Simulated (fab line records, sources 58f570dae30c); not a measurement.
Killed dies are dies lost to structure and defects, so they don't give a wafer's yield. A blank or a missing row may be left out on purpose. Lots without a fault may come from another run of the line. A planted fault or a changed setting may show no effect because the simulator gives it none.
A struck lot beside a sound one | flow berkeley_cmos170 | 44 steps out of a route of 331
Sound: wafers L739.1, L739.2, L739.4. Struck: wafer L744.4. (L744.2, L744.3 of the same lot were not struck and are left out.) The cause comes at the end.
At each step with rows: each side's tool, then ch and its chambers, then its first start. Under that, the readings that differ: sound wafers | struck wafers | difference of the means | sigmas: that difference in standard deviations of wafers without a fault.
alike: readings whose means differ by less than 2 such deviations, and words and numbers that are the same on both sides. not compared: withheld readings, readings that some wafer has no value for, bounds like >300 that may hide the same value, and numbers for which the record gives no deviation and whose values overlap.
The two part at a step that has a row with sigmas, a row that says differs or no value, or rows on one side only. Numbers that don't overlap but have no deviation are shown without sigmas and don't part them. A reading that every wafer of one side lacks parts them only if that side has two wafers or more.

first, 6 steps without rows for these wafers: UCB170_V1_HMDS_06 (prime time 60 s); UCB170_V1_COAT_07 (resist thk 900 nm); UCB170_V1_SOFTBAKE_08 (time 60 s); UCB170_V1_EXPOSE_09 (exposes mask VIA1, target cd 700 nm); UCB170_V1_PEB_10; UCB170_V1_DEVELOP_11 (develop time 45 s).
UCB170_V1_CD_MEAS_12: target cd 700 nm.
  sound on cd_sem-02, day 8 11:23; struck on cd_sem-02, day 9 10:40
  alike: cd_nm
UCB170_V1_OVL_MEAS_13:
  sound on overlay-02, day 8 11:30; struck on overlay-02, day 9 10:46
  alike: V1_OVL
UCB170_V1_ETCH_14: etches SiO2 in CHF3/CF4/Ar, stops on Al, target depth 1250 nm, time 291 s.
  sound on rie_diel-02 ch 0,1,3, day 8 11:32; struck on rie_diel-02 ch 2, day 9 10:48
  alike: drypump_motor_current_A, oes_product_au, rf_fwd_power_W, throttle_valve_pct
  not compared: rf_hours_counter_h
UCB170_V1_STRIP_15: strips in O2.
  sound on plasma_asher-02 ch 0,1, day 8 11:43; struck on plasma_asher-02 ch 0, day 9 10:59
  alike: drypump_motor_current_A, oes_product_au, strip_time_to_endpoint_s
  not compared: rf_hours_counter_h
UCB170_V1_CD_MEAS_90: target cd 700 nm.
  sound on cd_sem-01, day 8 11:49; struck on cd_sem-01, day 9 11:06
  alike: cd_nm
then, 1 step without rows for these wafers: UCB170_M2_PRE_CLEAN_00 (preclean etch time 60 s).
UCB170_M2_SPUTTER_01: material Al, target thk 900 nm, time 120 s.
  sound on pvd_sputter-02, day 8 12:00; struck on pvd_sputter-04, day 9 11:16
  reading                               | sound           | struck | difference | sigmas
  model.Al_of_M2_SPUTTER_01.thk_nm (nm) | 893 905.7 903.5 | 413.6  | -487.1     |
  alike: throttle_valve_pct
UCB170_M2_RS_MEAS_02: measures by four-point-probe.
  sound on film_metro-03, day 8 12:05; struck on film_metro-01, day 9 11:22
  reading           | sound                | struck | difference | sigmas
  M2_AL_RS (ohm/sq) | 0.0323 0.0320 0.0321 | 0.0709 | +0.0388    | +99 or more
UCB170_M2_THK_MEAS_03: measures by xrf.
  sound on film_metro-03, day 8 12:13; struck on film_metro-01, day 9 11:29
  reading        | sound       | struck | difference | sigmas
  M2_AL_THK (nm) | 884 893 890 | 410    | -479       | -48
then, 3 steps without rows for these wafers: UCB170_M2_HMDS_04 (prime time 60 s); UCB170_M2_COAT_05 (resist thk 900 nm); UCB170_M2_SOFTBAKE_06 (time 60 s).
UCB170_M2_STRIP_07: strips in O2.
  sound on plasma_asher-03 ch 0,1, day 8 12:43; struck on plasma_asher-01 ch 0, day 9 11:59
  alike: drypump_motor_current_A, oes_product_au, strip_time_to_endpoint_s
  not compared: rf_hours_counter_h
then, 7 steps without rows for these wafers: UCB170_M2_STRIP_08 (strips KrF in DMSO, time 600 s); UCB170_M2_COAT_09; UCB170_M2_COAT_10 (resist thk 900 nm); UCB170_M2_SOFTBAKE_11 (time 61.31 s); UCB170_M2_EXPOSE_12 (exposes mask METAL2, target cd 700 nm); UCB170_M2_PEB_13; UCB170_M2_DEVELOP_14 (develop time 45 s).
UCB170_M2_CD_MEAS_15: target cd 700 nm.
  sound on cd_sem-02, day 8 14:26; struck on cd_sem-02, day 9 15:32
  alike: cd_nm
UCB170_M2_OVL_MEAS_16:
  sound on overlay-01, day 8 14:34; struck on overlay-01, day 9 15:38
  alike: M2_OVL
UCB170_M2_ETCH_17: etches BARC in N2/H2.
  sound on rie_diel-04 ch 1,2,3, day 8 14:36; struck on rie_diel-02 ch 1, day 9 15:40
  alike: drypump_motor_current_A, oes_product_au, rf_fwd_power_W, throttle_valve_pct
UCB170_M2_METAL_ETCH_18: etches Al in Cl2/BCl3, stops on SiO2, target depth 1170 nm, time 195 s.
  sound on rie_metal-01 ch 0,1, day 8 14:38; struck on rie_metal-03 ch 1, day 9 15:42
  reading               | sound             | struck | difference | sigmas
  oes_product_au (a.u.) | 0.839 0.850 0.860 | 0.604  | -0.246     | -20
  alike: drypump_motor_current_A, rf_fwd_power_W, throttle_valve_pct
  not compared: rf_hours_counter_h
then, 1 step without rows for these wafers: UCB170_M2_STRIP_19 (strips in O2).
UCB170_M2_CD_MEAS_90: target cd 700 nm.
  sound on cd_sem-01, day 8 14:56; struck on cd_sem-01, day 9 16:10
  reading    | sound       | struck | difference | sigmas
  cd_nm (nm) | 706 704 704 | 697    | -8         | -2
then, 1 step without rows for these wafers: UCB170_V2_CVD_00 (deposits SiO2 from TEOS/O2, target thk 2000 nm, time 250 s).
UCB170_V2_THK_MEAS_01:
  sound on film_metro-04, day 8 15:12; struck on film_metro-04, day 9 16:26
  alike: V2_TEOS_THK
UCB170_V2_CMP_02: polishes SiO2.
  sound on cmp-01 ch 0,2,3, day 8 15:19; struck on cmp-02 ch 1, day 9 16:29
  alike: motor_current_A, slurry_flow_ml_min
UCB170_V2_BOW_MEAS_03:
  sound on film_metro-03, day 8 15:34; struck on film_metro-02, day 9 16:49
  alike: V2_BOW
UCB170_V2_THK_MEAS_04:
  sound on film_metro-03, day 8 15:41; struck on film_metro-02, day 9 16:55
  alike: V2_POLISHED_THK
then, 5 steps without rows for these wafers: UCB170_V2_CLEAN_05 (cleans in DIW); UCB170_V2_HMDS_06 (prime time 60 s); UCB170_V2_COAT_07 (resist thk 900 nm); UCB170_V2_SOFTBAKE_08 (time 60 s); UCB170_V2_EXPOSE_09 (exposes mask VIA2, target cd 700 nm).
UCB170_V2_ETCH_14: etches SiO2 in CHF3/CF4/Ar, stops on Al, target depth 1250 nm, time 291 s.
  sound on rie_diel-01 ch 0,2,3, day 8 17:59; struck on rie_diel-02 ch 3, day 9 20:07
  reading                               | sound             | struck | difference | sigmas
  rf_fwd_power_W (W)                    | 695.3 695.7 697.3 | 701.0  | +4.9       | +2
  rf_hours_counter_h (h)                | 56 0 4            | 71     | +51        |
  model.Al_of_M2_SPUTTER_01.thk_nm (nm) | 892.9 905.4 903.4 | 413.5  | -487.1     |
  alike: drypump_motor_current_A, oes_product_au, throttle_valve_pct
UCB170_M3_PROBE_99:
  sound on prober-02, day 8 21:47; struck on prober-02, day 10 02:38
  reading                               | sound                      | struck   | difference | sigmas
  model.etest.antenna_m2.vt_shift_v (V) | -0.01566 -0.01317 -0.01592 | -0.02654 | -0.01162   |

WHERE THEY PART
First at UCB170_M2_RS_MEAS_02; last, within this record, at UCB170_V2_ETCH_14.

WHY: what the simulator had put in
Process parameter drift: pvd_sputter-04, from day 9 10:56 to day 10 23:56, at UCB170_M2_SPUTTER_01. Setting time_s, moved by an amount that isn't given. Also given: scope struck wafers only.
